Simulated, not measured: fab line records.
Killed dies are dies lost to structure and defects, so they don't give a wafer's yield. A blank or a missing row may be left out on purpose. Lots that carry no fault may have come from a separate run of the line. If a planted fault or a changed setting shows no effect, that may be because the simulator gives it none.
Which tool did it?    flow rit-cmos    Sampling: 7 lots, 21 wafers, 2 of 202 route steps

## WHAT THE GAUGES SHOWED, per wafer
RIT_WELLDRIVE_RS_MEAS_02: uses a four-point probe to measure.
lot   measured     on             PWELL_RS (ohm/sq)
L215  day 2 20:52  film-metro-04  427.6 427.6 428.2
L217  day 3 09:28  film-metro-03  429.5 429.8 429.0
L219  day 3 17:26  film-metro-01  432.3 431.1 432.4
L223  day 4 15:20  film-metro-04  429.9 429.4 429.8
L228  day 5 11:24  film-metro-04  430.9 432.6 431.4
L233  day 6 17:32  film-metro-04  399.6 399.9 399.6 399.2 399.9 400.1
L235  day 6 20:14  film-metro-04  429.4 429.4 429.6

## TOOL THAT RAN EACH LOT (tool first, then ch and the chambers of the sampled wafers, then the start)
lot   RIT_PWELL_IMPLANT_08
L215  implanter-02 ch 0, day 2 11:54
L217  implanter-02 ch 0, day 3 01:59
L219  implanter-03 ch 0, day 3 10:26
L223  implanter-01 ch 0, day 4 09:44
L228  implanter-02 ch 0, day 5 04:46
L233  implanter-02 ch 0, day 6 03:23
L235  implanter-01 ch 0, day 6 14:17
- RIT_PWELL_IMPLANT_08

## THE ANSWER, worked out from the rows above alone
Rule: the lots themselves supply what counts as usual. Put in order of their means at a reading, lots are off if they are a third of the lots or fewer, leave a main group of 4 or more, and stand apart from it by a gap of 3 or more times the standard deviation of the main group's means; of several such gaps the widest counts. If all means in a main group match to the digits the tables above print for the reading, that group is not used. A lot without any number at a reading at which 4 lots or more have one is off too. Any other lot the step has rows for is counted as sound.
Off: L233, at RIT_WELLDRIVE_RS_MEAS_02 (PWELL_RS). For the main group the mean is 430.0 ohm/sq and the standard deviation 1.4.
If a tool, at a process step before that reading, ran all the lots that are off and no sound lot after the first of them, it fits. Those tools and the gauges at RIT_WELLDRIVE_RS_MEAS_02 are tried in the same way. One candidate fits, namely implanter-02 at RIT_PWELL_IMPLANT_08. A fault onset in the window from L228 (day 5 04:46, its last sound lot) to L233 (day 6 03:23, its first lot off) fits.

## WHAT WAS PUT IN BY THE SIMULATOR
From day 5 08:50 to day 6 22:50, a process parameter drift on implanter-02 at RIT_PWELL_IMPLANT_08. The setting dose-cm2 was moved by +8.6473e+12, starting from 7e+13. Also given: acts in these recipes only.
Lots struck among those shown: L233. The rule given above showed the same thing.
